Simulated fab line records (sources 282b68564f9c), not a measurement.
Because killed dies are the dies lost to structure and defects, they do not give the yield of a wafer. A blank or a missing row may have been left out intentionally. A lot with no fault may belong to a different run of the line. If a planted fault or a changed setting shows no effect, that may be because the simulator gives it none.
Which tool was responsible? | flow rit-cmos | 14 lots, 42 wafers sampled, at 5 steps of a route of 202

== WHAT THE GAUGES READ, wafer by wafer ==
RIT_FOX1_THK_MEAS_01. Usual: FOX1_OXIDE_THK 351 nm, standard deviation 6.3.
lot  | measured    | on            | FOX1_OXIDE_THK (nm) | flag
L682 | day 1 23:22 | film-metro-03 | 359 350 355         |
L684 | day 2 09:52 | film-metro-03 | 343 357 351         |
L685 | day 2 13:38 | film-metro-02 | 355 354 355         |
L687 | day 3 03:29 | film-metro-02 | 356 354 360         |
L688 | day 3 08:34 | film-metro-01 | 346 344 344         |
L689 | day 3 10:51 | film-metro-02 | 344 347 344         |
L690 | day 3 15:50 | film-metro-03 | 335 338 342         |
L697 | day 5 03:22 | film-metro-03 | 345 342 346         |
L698 | day 5 06:59 | film-metro-03 | 405 403 394         | OFF
L699 | day 5 12:23 | film-metro-03 | 397 399 395         | OFF
L700 | day 5 18:32 | film-metro-02 | 347 350 353         |
L701 | day 5 22:25 | film-metro-01 | 351 357 352         |
L702 | day 6 03:07 | film-metro-03 | 345 349 349         |
L703 | day 6 08:44 | film-metro-03 | 349 349 349         |

RIT_SILICIDE_RS_MEAS_02: measures by four-point-probe. Usual: SILICIDE_TI_RS 48.2 ohm/sq, standard deviation 0.68.
lot  | measured    | on            | SILICIDE_TI_RS (ohm/sq) | flag
L682 | day 3 08:47 | film-metro-04 | 47.3 46.9 47.4          |
L684 | day 3 23:05 | film-metro-03 | 48.8 49.0 47.9          |
L685 | day 4 02:02 | film-metro-04 | 48.4 48.6 48.5          |
L687 | day 4 16:44 | film-metro-03 | 48.0 49.0 49.0          |
L688 | day 4 20:05 | film-metro-03 | 47.6 47.1 47.7          |
L689 | day 4 20:34 | film-metro-04 | 49.1 49.1 49.1          |
L690 | day 5 04:40 | film-metro-03 | 47.3 47.1 46.8          |
L697 | day 6 15:27 | film-metro-03 | 49.0 48.6 48.0          |
L698 | day 6 16:39 | film-metro-03 | 47.6 48.0 47.8          |
L699 | day 7 02:05 | film-metro-03 | 48.0 47.5 47.6          |
L700 | day 7 07:04 | film-metro-04 | 49.4 49.4 49.7          |
L701 | day 7 09:46 | film-metro-03 | 47.6 47.3 48.1          |
L702 | day 7 15:10 | film-metro-04 | 47.6 48.2 48.1          |
L703 | day 7 21:56 | film-metro-03 | 48.4 48.3 48.0          |

RIT_CONTACT_CD_MEAS_90: target cd 1000 nm. Usual: cd-nm reads 999.0 nm (standard deviation 2.1).
lot  | measured    | on        | cd-nm (nm)           | flag
L682 | day 3 11:01 | cd-sem-01 | 997.8 999.3 998.2    |
L684 | day 4 01:30 | cd-sem-01 | 1001.4 1002.5 1002.2 |
L685 | day 4 04:30 | cd-sem-01 | 994.3 995.3 997.3    |
L687 | day 4 19:05 | cd-sem-01 | 998.6 997.1 998.7    |
L688 | day 4 22:11 | cd-sem-01 | 1003.7 1002.2 999.2  |
L689 | day 4 22:54 | cd-sem-02 | 997.4 996.1 996.8    |
L690 | day 5 07:00 | cd-sem-01 | 998.8 1000.4 1001.5  |
L697 | day 6 17:43 | cd-sem-02 | 998.2 998.7 997.1    |
L698 | day 6 18:53 | cd-sem-02 | 1000.2 999.6 1000.7  |
L699 | day 7 04:11 | cd-sem-02 | 993.9 995.4 993.8    |
L700 | day 7 09:17 | cd-sem-01 | 999.5 999.8 998.3    |
L701 | day 7 12:15 | cd-sem-02 | 997.1 997.2 997.6    |
L702 | day 7 17:16 | cd-sem-01 | 995.1 996.0 997.1    |
L703 | day 8 00:05 | cd-sem-01 | 1000.2 998.1 998.1   |

RIT_M1_THK_MEAS_02: measures by xrf. Usual: M1_AL_THK 398 nm, standard deviation 5.1.
lot  | measured    | on            | M1_AL_THK (nm) | flag
L682 | day 3 11:54 | film-metro-04 | 403 410 405    |
L684 | day 4 02:23 | film-metro-02 | 407 407 404    |
L685 | day 4 05:25 | film-metro-04 | 396 400 400    |
L687 | day 4 20:02 | film-metro-02 | 409 400 400    |
L688 | day 4 23:05 | film-metro-04 | 396 391 399    |
L689 | day 4 23:49 | film-metro-02 | 403 405 406    |
L690 | day 5 07:55 | film-metro-04 | 394 392 393    |
L697 | day 6 18:36 | film-metro-01 | 390 388 393    |
L698 | day 6 19:46 | film-metro-04 | 399 400 394    |
L699 | day 7 05:04 | film-metro-01 | 391 398 396    |
L700 | day 7 10:11 | film-metro-01 | 398 393 400    |
L701 | day 7 13:19 | film-metro-01 | 396 392 397    |
L702 | day 7 18:09 | film-metro-04 | 404 403 399    |
L703 | day 8 00:57 | film-metro-01 | 397 397 395    |

== WHICH TOOL RAN EACH LOT (tool, then ch and the chambers of the sampled wafers, then the start) ==
lot  | RIT_FOX1_OXIDATION_00
L682 | furnace-03 ch 0, day 1 22:03
L684 | furnace-01 ch 0, day 2 08:32
L685 | furnace-03 ch 0, day 2 12:20
L687 | furnace-01 ch 0, day 3 02:10
L688 | furnace-04 ch 0, day 3 07:15
L689 | furnace-04 ch 0, day 3 09:31
L690 | furnace-01 ch 0, day 3 14:31
L697 | furnace-03 ch 0, day 5 02:03
L698 | furnace-01 ch 0, day 5 05:40
L699 | furnace-01 ch 0, day 5 11:03
L700 | furnace-04 ch 0, day 5 17:14
L701 | furnace-03 ch 0, day 5 21:07
L702 | furnace-04 ch 0, day 6 01:47
L703 | furnace-04 ch 0, day 6 07:25
- RIT_FOX1_OXIDATION_00: target thk 350.7 nm, ox time 1130 s.

== WHAT THE TOOLS THEMSELVES READ (means of the sampled wafers that have a number; where no wafer has one, the mark that the record gives instead) ==
The record holds no such reading with a usual standard deviation.

== THE ANSWER, worked out from the rows above alone ==
Rule: a lot counts as off when the mean over its wafers that have a number is more than 3 standard deviations away from the usual mean. Also off: a lot with no number at a reading for which 4 or more lots have one. All remaining lots with rows at the step are treated as sound. After the gauges, taken in route order, come the tools' own readings; for these a lot's mean is taken, as printed above. At the first step where some lot is off, the reading lying furthest off is the one used; lots without a number count as furthest.
Off: at RIT_FOX1_THK_MEAS_01 (FOX1_OXIDE_THK), L698, L699.
If a tool, at a process step before that reading, ran all the lots that are off and no sound lot after the first of them, it fits. Gauges at RIT_FOX1_THK_MEAS_01: tried the same way as those tools. One candidate fits, namely furnace-01 at RIT_FOX1_OXIDATION_00. A fault onset in the window from L690 (day 3 14:31, its last sound lot) to L698 (day 5 05:40, its first lot off) fits.

== WHAT WAS PUT IN BY THE SIMULATOR ==
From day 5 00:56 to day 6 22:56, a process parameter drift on furnace-01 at RIT_FOX1_OXIDATION_00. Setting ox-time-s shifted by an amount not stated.
Struck lots among those shown: L698, L699. The rule given above showed the same thing.
